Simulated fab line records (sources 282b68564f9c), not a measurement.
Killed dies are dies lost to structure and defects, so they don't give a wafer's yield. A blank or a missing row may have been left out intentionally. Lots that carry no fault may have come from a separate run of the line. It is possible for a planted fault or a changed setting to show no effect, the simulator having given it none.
fab line records	flow rit-cmos
record: lots: 15	wafers: 45	last-day: 7
route steps=202 shown NWELL@38 PWELL@47 NSD@141 CONTACT@179 M1@202
lots with no fault: from the same line, run without faults
start-h: hours from the record's first day to the start of the lot's first wafer shown	wait-h: hours from the lot's prior step to this one	" identical to the entry in the row above	L1.1+2: one row covering several wafers at once	- either no value or no given start	* or withheld: withheld	< > ~ a bound
route shown NAME@n: NAME is a module with steps in the file, n the number in the route of the first one	usual: mean/standard deviation of fault-free wafers	same: alike in all rows	chamber/n: place in a boat	sites: per-site readings	_std_site: standard deviation of those values	_edge_site: outer sites' mean less inner sites'	radius-mm: how far each site lies from the wafer's centre	mask NAME#n: copy n	behind: tool/chamber where the wafer was last shaped	hold: why the lot went on hold/how many hours it stayed there/how the hold came to an end	device: whichever transistor did not switch (one of n, p or np)	end of line: tests of these same wafers at the route's end	a step with no rows: only its recipe	killed: dies lost to structure and defects at the first sort, not the wafer's yield	map: dies across one wafer; x = killed, . = not, _ = none there
set.NAME: the setting that was run; set.NAME@STEP: the one run at that earlier step	model.NAME: the simulator's own value behind a step, which no gauge read
route steps across a sampled set of lots; one table per step, one row per wafer
services: the hour from which a tool's chamber was out of use, counted from the record's first day as start-h (under 0 if before that day), plus the number of hours and why
== steps ==
step: RIT_NWELL_TW_MEAS_10
usual: NWELL_TW: 2142/9
lot.wafer	tool	chamber	start-h	wait-h	NWELL_TW
L843.2	film-metro-02	-	28.93	0.1	2136
L843.3	"	-	"	"	2134
L843.6	"	-	"	"	2146
L845.2	film-metro-01	-	36.90	0.1	2151
L845.5	"	-	"	"	2151
L845.6	"	-	"	"	2152
L847.3	film-metro-02	-	45.93	0.1	2148
L847.5	"	-	"	"	2144
L847.6	"	-	"	"	2152
L848.2	film-metro-01	-	54.31	0.1	2147
L848.3	"	-	"	"	2132
L848.5	"	-	"	"	2148
L849.1	film-metro-02	-	57.48	0.1	2136
L849.2	"	-	"	"	2149
L849.5	"	-	"	"	2127
L851.1	film-metro-02	-	67.07	0.1	2144
L851.3	"	-	"	"	2140
L851.4	"	-	"	"	2142
L852.1	film-metro-02	-	71.00	0.1	2137
L852.3	"	-	"	"	2141
L852.5	"	-	"	"	2132
L853.1	film-metro-04	-	80.24	0.1	2147
L853.5	"	-	"	"	2138
L853.6	"	-	"	"	2134
L856.4	film-metro-02	-	92.75	0.1	2140
L856.5	"	-	"	"	2136
L856.6	"	-	"	"	2133
L859.2	film-metro-04	-	111.60	0.1	2138
L859.3	"	-	"	"	2139
L859.4	"	-	"	"	2142
L860.3	film-metro-02	-	111.85	0.1	2121
L860.4	"	-	"	"	2136
L860.5	"	-	"	"	2134
L861.1	film-metro-01	-	117.15	0.1	2167
L861.3	"	-	"	"	2152
L861.6	"	-	"	"	2149
L862.1	film-metro-02	-	123.50	0.1	2156
L862.2	"	-	"	"	2134
L862.6	"	-	"	"	2137
L863.1	film-metro-02	-	126.31	0.1	2138
L863.3	"	-	"	"	2128
L863.5	"	-	"	"	2150
L864.1	film-metro-04	-	130.96	0.1	2136
L864.4	"	-	"	"	2131
L864.5	"	-	"	"	2123
step: RIT_PWELL_IMPLANT_08
recipe: species: B	energy-kev: 170	dose-cm2: 7e+13	tilt-deg: 7
usual: dose-ions-cm2: 7e+13/8.3e+10	faraday-current-uA: 222/4.2
lot.wafer	tool	chamber	start-h	wait-h	dose-ions-cm2	faraday-current-uA
L843.2	implanter-04	0	30.17	0.2	6.992e+13	222
L843.3	"	0	"	"	6.999e+13	229
L843.6	"	0	"	"	6.999e+13	224
L845.2	implanter-04	0	38.23	0.2	6.992e+13	221
L845.5	"	0	"	"	6.998e+13	220
L845.6	"	0	"	"	7.007e+13	228
L847.3	implanter-01	0	47.19	0.2	6.994e+13	219
L847.5	"	0	"	"	6.997e+13	225
L847.6	"	0	"	"	7.004e+13	225
L848.2	implanter-01	0	55.77	0.2	6.991e+13	228
L848.3	"	0	"	"	7.008e+13	216
L848.5	"	0	"	"	7e+13	230
L849.1	implanter-01	0	58.71	0.2	6.993e+13	224
L849.2	"	0	"	"	7.009e+13	222
L849.5	"	0	"	"	7.006e+13	223
L851.1	implanter-04	0	68.42	0.2	7.005e+13	225
L851.3	"	0	"	"	6.999e+13	222
L851.4	"	0	"	"	6.994e+13	218
L852.1	implanter-04	0	72.22	0.2	7.009e+13	222
L852.3	"	0	"	"	6.99e+13	223
L852.5	"	0	"	"	7.007e+13	218
L853.1	implanter-04	0	81.47	0.2	6.992e+13	225
L853.5	"	0	"	"	6.986e+13	226
L853.6	"	0	"	"	7.003e+13	219
L856.4	implanter-03	0	94.06	0.2	7.01e+13	217
L856.5	"	0	"	"	7.009e+13	232
L856.6	"	0	"	"	7.011e+13	228
L859.2	implanter-01	0	112.96	0.2	6.993e+13	221
L859.3	"	0	"	"	6.987e+13	224
L859.4	"	0	"	"	6.991e+13	219
L860.3	implanter-04	0	113.23	0.2	8.123e+13	255
L860.4	"	0	"	"	8.117e+13	263
L860.5	"	0	"	"	8.121e+13	254
L861.1	implanter-04	0	118.38	0.2	8.122e+13	266
L861.3	"	0	"	"	8.122e+13	254
L861.6	"	0	"	"	8.119e+13	257
L862.1	implanter-04	0	125.00	0.2	8.123e+13	259
L862.2	"	0	"	"	8.129e+13	258
L862.6	"	0	"	"	8.132e+13	266
L863.1	implanter-01	0	127.72	0.2	6.993e+13	220
L863.3	"	0	"	"	6.988e+13	222
L863.5	"	0	"	"	6.986e+13	224
L864.1	implanter-01	0	132.19	0.2	6.997e+13	222
L864.4	"	0	"	"	6.997e+13	216
L864.5	"	0	"	"	7.004e+13	224
step: RIT_PWELL_TW_MEAS_10
usual: PWELL_TW: 952/4.9
lot.wafer	tool	chamber	start-h	wait-h	hold	PWELL_TW
L843.2	film-metro-01	-	30.48	0.1	-	956
L843.3	"	-	"	"	-	959
L843.6	"	-	"	"	-	958
L845.2	film-metro-04	-	38.54	0.1	-	954
L845.5	"	-	"	"	-	961
L845.6	"	-	"	"	-	962
L847.3	film-metro-01	-	47.48	0.1	-	955
L847.5	"	-	"	"	-	960
L847.6	"	-	"	"	-	953
L848.2	film-metro-01	-	56.08	0.1	-	956
L848.3	"	-	"	"	-	958
L848.5	"	-	"	"	-	954
L849.1	film-metro-01	-	59.03	0.1	-	952
L849.2	"	-	"	"	-	949
L849.5	"	-	"	"	-	952
L851.1	film-metro-02	-	68.75	0.1	-	960
L851.3	"	-	"	"	-	953
L851.4	"	-	"	"	-	948
L852.1	film-metro-04	-	72.55	0.1	-	950
L852.3	"	-	"	"	-	949
L852.5	"	-	"	"	-	946
L853.1	film-metro-01	-	81.79	0.1	-	949
L853.5	"	-	"	"	-	952
L853.6	"	-	"	"	-	949
L856.4	film-metro-02	-	94.34	0.1	-	950
L856.5	"	-	"	"	-	949
L856.6	"	-	"	"	-	949
L859.2	film-metro-02	-	113.27	0.1	-	949
L859.3	"	-	"	"	-	950
L859.4	"	-	"	"	-	947
L860.3	film-metro-01	-	113.53	0.1	await-dispo/0.2h/release	1000
L860.4	"	-	"	"	await-dispo/0.2h/release	999
L860.5	"	-	"	"	await-dispo/0.2h/release	999
L860.3	film-metro-01	-	113.75	0.2	-	1002
L860.4	"	-	"	"	-	996
L860.5	"	-	"	"	-	998
L861.1	film-metro-01	-	118.72	0.1	await-dispo/0.2h/release	1002
L861.3	"	-	"	"	await-dispo/0.2h/release	998
L861.6	"	-	"	"	await-dispo/0.2h/release	993
L861.1	film-metro-01	-	119.01	0.3	-	996
L861.3	"	-	"	"	-	1000
L861.6	"	-	"	"	-	1000
L862.1	film-metro-01	-	125.32	0.1	await-dispo/0.2h/release	1015
L862.2	"	-	"	"	await-dispo/0.2h/release	1009
L862.6	"	-	"	"	await-dispo/0.2h/release	1009
L862.1	film-metro-01	-	125.55	0.2	-	1006
L862.2	"	-	"	"	-	1014
L862.6	"	-	"	"	-	1014
L863.1	film-metro-02	-	128.05	0.1	-	945
L863.3	"	-	"	"	-	942
L863.5	"	-	"	"	-	947
L864.1	film-metro-02	-	132.51	0.1	-	946
L864.4	"	-	"	"	-	946
L864.5	"	-	"	"	-	948
step: RIT_WELLDRIVE_RS_MEAS_02
recipe: thk-meas-gauge: four-point-probe
usual: PWELL_RS: 429.1/1.1
lot.wafer	tool	chamber	start-h	wait-h	hold	PWELL_RS[ohm/sq]
L843.2	film-metro-04	-	35.76	0.1	-	429.4
L843.3	"	-	"	"	-	431.4
L843.6	"	-	"	"	-	429.7
L845.2	film-metro-02	-	43.81	0.1	-	428.4
L845.5	"	-	"	"	-	427.6
L845.6	"	-	"	"	-	428.3
L847.3	film-metro-02	-	53.13	0.1	-	428.0
L847.5	"	-	"	"	-	428.7
L847.6	"	-	"	"	-	428.8
L848.2	film-metro-02	-	61.35	0.1	-	428.6
L848.3	"	-	"	"	-	428.0
L848.5	"	-	"	"	-	428.3
L849.1	film-metro-02	-	64.30	0.1	-	431.8
L849.2	"	-	"	"	-	430.1
L849.5	"	-	"	"	-	430.4
L851.1	film-metro-04	-	75.19	0.1	-	429.0
L851.3	"	-	"	"	-	428.9
L851.4	"	-	"	"	-	429.8
L852.1	film-metro-02	-	79.53	0.1	-	428.6
L852.3	"	-	"	"	-	429.0
L852.5	"	-	"	"	-	429.2
L853.1	film-metro-02	-	87.46	0.1	-	429.6
L853.5	"	-	"	"	-	430.1
L853.6	"	-	"	"	-	428.8
L856.4	film-metro-02	-	100.32	0.1	-	427.4
L856.5	"	-	"	"	-	429.1
L856.6	"	-	"	"	-	428.3
L859.2	film-metro-02	-	118.55	0.1	-	427.4
L859.3	"	-	"	"	-	428.3
L859.4	"	-	"	"	-	426.6
L860.3	film-metro-02	-	123.78	0.2	await-dispo/0.2h/release	392.0
L860.4	"	-	"	"	await-dispo/0.2h/release	391.2
L860.5	"	-	"	"	await-dispo/0.2h/release	391.8
L860.3	film-metro-02	-	124.06	0.3	-	390.9
L860.4	"	-	"	"	-	392.5
L860.5	"	-	"	"	-	391.4
L861.1	film-metro-04	-	130.14	0.1	await-dispo/0.2h/release	392.1
L861.3	"	-	"	"	await-dispo/0.2h/release	393.4
L861.6	"	-	"	"	await-dispo/0.2h/release	392.8
L861.1	film-metro-04	-	130.56	0.4	-	392.5
L861.3	"	-	"	"	-	391.7
L861.6	"	-	"	"	-	392.7
L863.1	film-metro-01	-	134.29	0.1	-	428.9
L863.3	"	-	"	"	-	428.0
L863.5	"	-	"	"	-	429.1
L862.1	film-metro-01	-	137.04	0.1	await-dispo/0.2h/release	390.6
L862.2	"	-	"	"	await-dispo/0.2h/release	391.0
L862.6	"	-	"	"	await-dispo/0.2h/release	390.9
L862.1	film-metro-01	-	137.32	0.3	-	391.1
L862.2	"	-	"	"	-	391.8
L862.6	"	-	"	"	-	390.8
L864.1	film-metro-01	-	138.85	0.1	-	428.4
L864.4	"	-	"	"	-	430.7
L864.5	"	-	"	"	-	428.0
step: RIT_NSD_TW_MEAS_10
usual: NSD_TW: 3114/26
lot.wafer	tool	chamber	start-h	wait-h	NSD_TW
L843.2	film-metro-01	-	54.79	0.1	3138
L843.3	"	-	"	"	3126
L843.6	"	-	"	"	3132
L845.2	film-metro-01	-	66.83	0.1	3138
L845.5	"	-	"	"	3137
L845.6	"	-	"	"	3146
L847.3	film-metro-04	-	71.85	0.1	3114
L847.5	"	-	"	"	3126
L847.6	"	-	"	"	3121
L848.2	film-metro-03	-	80.75	0.1	3081
L848.3	"	-	"	"	3082
L848.5	"	-	"	"	3081
L849.1	film-metro-03	-	87.70	0.1	3066
L849.2	"	-	"	"	3062
L849.5	"	-	"	"	3078
L851.1	film-metro-03	-	95.34	0.1	3084
L851.3	"	-	"	"	3079
L851.4	"	-	"	"	3065
L852.1	film-metro-04	-	99.83	0.1	3122
L852.3	"	-	"	"	3112
L852.5	"	-	"	"	3132
L853.1	film-metro-01	-	112.85	0.1	3126
L853.5	"	-	"	"	3133
L853.6	"	-	"	"	3140
L856.4	film-metro-03	-	121.18	0.1	3076
L856.5	"	-	"	"	3089
L856.6	"	-	"	"	3088
L859.2	film-metro-04	-	137.60	0.1	3113
L859.3	"	-	"	"	3105
L859.4	"	-	"	"	3110
L860.3	film-metro-04	-	151.78	0.1	3104
L860.4	"	-	"	"	3085
L860.5	"	-	"	"	3120
L863.1	film-metro-03	-	153.03	0.1	3102
L863.3	"	-	"	"	3093
L863.5	"	-	"	"	3115
L861.1	film-metro-01	-	157.52	0.1	3155
L861.3	"	-	"	"	3156
L861.6	"	-	"	"	3173
L864.1	film-metro-03	-	158.13	0.1	3100
L864.4	"	-	"	"	3095
L864.5	"	-	"	"	3080
L862.1	film-metro-04	-	165.04	0.1	3104
L862.2	"	-	"	"	3104
L862.6	"	-	"	"	3097
step: RIT_CONTACT_ETCH_11
recipe: target-depth-a: 4800	over-etch-frac: 0.2	stop-on: TiSi2	chemistry: CHF3/CF4/Ar	target: SiO2	CHF3_flow_sccm: 50	cf4-flow-sccm: 10	Ar_flow_sccm: 100	O2_flow_sccm: 5	pressure-mtorr: 100	rf-w: 200	time-s: 320
usual: drypump-motor-current-A: 5.9/0.55	oes-product-au: 0.998/0.015	throttle-valve-pct: 8.84/0.14
lot.wafer	tool	chamber	start-h	wait-h	drypump-motor-current-A	oes-product-au	rf-hours-counter-h	throttle-valve-pct
L843.2	rie-diel-03	1	59.21	0.1	6.5	1.019	6	8.65
L843.3	"	0	"	"	5.8	0.975	8	8.80
L843.6	"	2	"	"	4.8	0.993	-	8.63
L845.2	rie-diel-03	0	71.37	0.1	5.8	0.982	8	8.82
L845.5	"	1	"	"	6.5	1.011	-	8.68
L845.6	"	0	"	"	5.8	0.968	-	8.81
L847.3	rie-diel-01	1	76.63	0.1	6.5	0.988	132	8.92
L847.5	"	3	"	"	6.4	0.998	-	8.87
L847.6	"	2	"	"	5.6	1.023	-	8.68
L848.2	rie-diel-01	2	85.63	0.1	5.5	1.021	77	8.69
L848.3	"	0	"	"	5.9	1.011	126	8.92
L848.5	"	1	"	"	6.5	0.986	-	8.93
L849.1	rie-diel-01	0	92.12	0.1	5.9	1.017	127	8.92
L849.2	"	1	"	"	6.5	0.996	132	8.94
L849.5	"	1	"	"	6.5	1.001	-	8.93
L851.1	rie-diel-02	1	99.76	0.1	6.0	1.003	92	9.11
L851.3	"	0	"	"	4.8	0.990	35	9.00
L851.4	"	3	"	"	5.7	0.986	-	8.80
L852.1	rie-diel-01	0	104.54	0.1	5.9	1.023	127	8.92
L852.3	"	2	"	"	5.5	1.030	78	8.69
L852.5	"	1	"	"	6.5	0.999	-	8.93
L853.1	rie-diel-01	1	117.26	0.1	6.5	1.001	133	8.92
L853.5	"	0	"	"	5.8	1.027	-	8.93
L853.6	"	1	"	"	6.5	1.001	-	8.94
L856.4	rie-diel-03	3	125.70	0.1	6.1	0.986	145	9.01
L856.5	"	0	"	"	5.8	0.986	-	8.80
L856.6	"	3	"	"	6.0	0.983	-	9.01
L859.2	rie-diel-01	2	142.37	0.1	5.6	1.021	79	8.68
L859.3	"	1	"	"	6.5	0.998	133	8.94
L859.4	"	3	"	"	6.5	1.001	8	8.89
L860.3	rie-diel-03	2	156.24	0.1	4.8	0.991	82	8.63
L860.4	"	1	"	"	6.5	1.017	7	8.66
L860.5	"	3	"	"	6.0	0.987	-	9.00
L863.1	rie-diel-03	2	157.59	0.1	4.8	0.995	82	8.62
L863.3	"	1	"	"	6.5	1.010	8	8.67
L863.5	"	2	"	"	4.9	0.986	-	8.63
L861.1	rie-diel-03	3	162.26	0.1	6.1	0.995	145	9.02
L861.3	"	0	"	"	5.8	0.974	9	8.83
L861.6	"	0	"	"	5.8	0.982	-	8.81
L864.1	rie-diel-02	1	162.54	0.1	6.0	0.996	93	9.11
L864.4	"	3	"	"	5.7	0.983	92	8.81
L864.5	"	3	"	"	5.7	0.994	-	8.80
L862.1	rie-diel-01	1	169.50	0.1	6.5	1.002	134	8.93
L862.2	"	3	"	"	6.5	0.986	8	8.90
L862.6	"	3	"	"	6.4	0.996	-	8.89
step: RIT_M1_PROBE_99
usual: killed-at-contacts: 0.1/0.29	killed-at-front-end: 7/3	killed-dies: 7/3	killed-open: 3.2/2	killed-short: 3.5/2.1
same: gross-dies: 264	killed_at_M0_to_M3: 0	killed_at_M4_up: 0	killed-at-back-side: 0	killed-at-other: 0
lot.wafer	tool	chamber	start-h	wait-h	killed-at-contacts	killed-at-front-end	killed-dies	killed-open	killed-short
L860.3	prober-02	-	161.21	0.2	0	1	1	0	1
L860.4	prober-02	-	161.26	0.2	0	6	6	0	6
L860.5	prober-02	-	161.31	0.2	0	5	5	2	3
L861.1	prober-01	-	167.11	0.1	0	2	2	1	1
L861.3	prober-01	-	167.21	0.2	0	12	12	4	8
L861.6	prober-01	-	167.36	0.2	0	6	6	2	4
L862.1	prober-02	-	174.37	0.1	0	9	9	4	5
L862.2	prober-02	-	174.42	0.1	0	6	6	4	2
L862.6	prober-02	-	174.62	0.2	1	6	7	3	4
killed by level:class
L860.3 GATE:geometric-particle:short=1
L860.4 FOX1:geometric-particle:short=2 GATE:geometric-particle:short=2 REOX:geometric-particle:short=1 SPACER:geometric-particle:short=1
L860.5 SPACER:geometric-particle:short=2 FOX1:geometric-particle:open=1 FOX2:geometric-particle:open=1 SILICIDE:geometric-particle:short=1
L861.1 SILICIDE:geometric-particle:open=1 SILICIDE:geometric-particle:short=1
L861.3 FOX1:geometric-particle:short=3 GATE:geometric-particle:short=3 GATE:geometric-particle:open=2 FOX2:geometric-particle:short=1 SPACER:geometric-particle:short=1 SPACER:geometric-particle:open=1 SILICIDE:geometric-particle:open=1
L861.6 GATE:geometric-particle:short=2 FOX1:geometric-particle:open=1 FOX1:geometric-particle:short=1 GATE:geometric-particle:open=1 REOX:geometric-particle:short=1
L862.1 GATE:geometric-particle:open=2 SILICIDE:geometric-particle:short=2 GATE:geometric-particle:short=1 REOX:geometric-particle:open=1 REOX:geometric-particle:short=1 SPACER:geometric-particle:short=1 SILICIDE:geometric-particle:open=1
L862.2 REOX:geometric-particle:open=2 GATE:geometric-particle:open=1 GATE:geometric-particle:short=1 SPACER:geometric-particle:open=1 SPACER:geometric-particle:short=1
L862.6 GATE:geometric-particle:open=3 REOX:geometric-particle:short=2 GATE:geometric-particle:short=1 CONTACT:geometric-particle:short=1
== services ==
tool	chamber	start-h	hours	kind
rie-diel-03	-	11.25	2.8	pm
rie-diel-01	-	19.73	2.8	pm
rie-diel-01	1	23.28	2.8	repair
rie-diel-01	0	61.01	7.9	repair
implanter-01	-	67.17	1.5	repair
implanter-01	-	70.49	13.5	repair
implanter-03	-	72.41	9.4	repair
rie-diel-02	2	98.12	-	clean
rie-diel-02	2	98.12	21.1	scheduled-down
rie-diel-02	2	98.12	21.1	vent-cycle
implanter-04	-	103.32	1.2	repair
rie-diel-02	1	132.58	2.4	repair
rie-diel-01	3	135.35	6.4	repair
implanter-03	-	146.57	4.5	pm
rie-diel-01	-	156.11	0.2	repair
implanter-03	-	159.89	0.7	repair
implanter-01	-	168.47	3.7	pm
== key ==
first-sign: step: RIT_PWELL_IMPLANT_08	reading: dose-ions-cm2	direction: up	sigmas: 99+	usual: 7e+13	struck: 8.123e+13
effect: step: RIT_PWELL_IMPLANT_08	reading: faraday-current-uA	direction: up	sigmas: 8.8	usual: 222	struck: 259
effect: step: RIT_PWELL_TW_MEAS_10	reading: visit	direction: added
effect: step: RIT_PWELL_TW_MEAS_10	reading: PWELL_TW	direction: up	sigmas: 10	usual: 952	struck: 1003
effect: step: RIT_WELLDRIVE_RS_MEAS_02	reading: visit	direction: added
effect: step: RIT_WELLDRIVE_RS_MEAS_02	reading: PWELL_RS	direction: down	sigmas: 34	usual: 429.1	struck: 391.7
met-at RIT_PWELL_IMPLANT_08
struck-lots L860,L861,L862
tester-left-out L860,L861,L862
not-acting-at RIT_NWELL_TW_MEAS_10,RIT_NSD_TW_MEAS_10,RIT_CONTACT_ETCH_11
onset-between 81.47 113.23
fault: kind: process-parameter-drift	tool: implanter-04	chamber: -	onset-h: 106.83	steps: RIT_PWELL_IMPLANT_08	channel: dose-cm2	offset: 1.12e+13	shape: step	end-h: 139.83	acts-in: these-recipes-only	stated: 7e+13
tester-left-out: of these lots the tester's yield and bins aren't shown, on N5 and GAA mostly nor the transistor test; their killed dies are dies lost to structure and defects alone, not to doping, threshold or leakage, so they don't give the yield
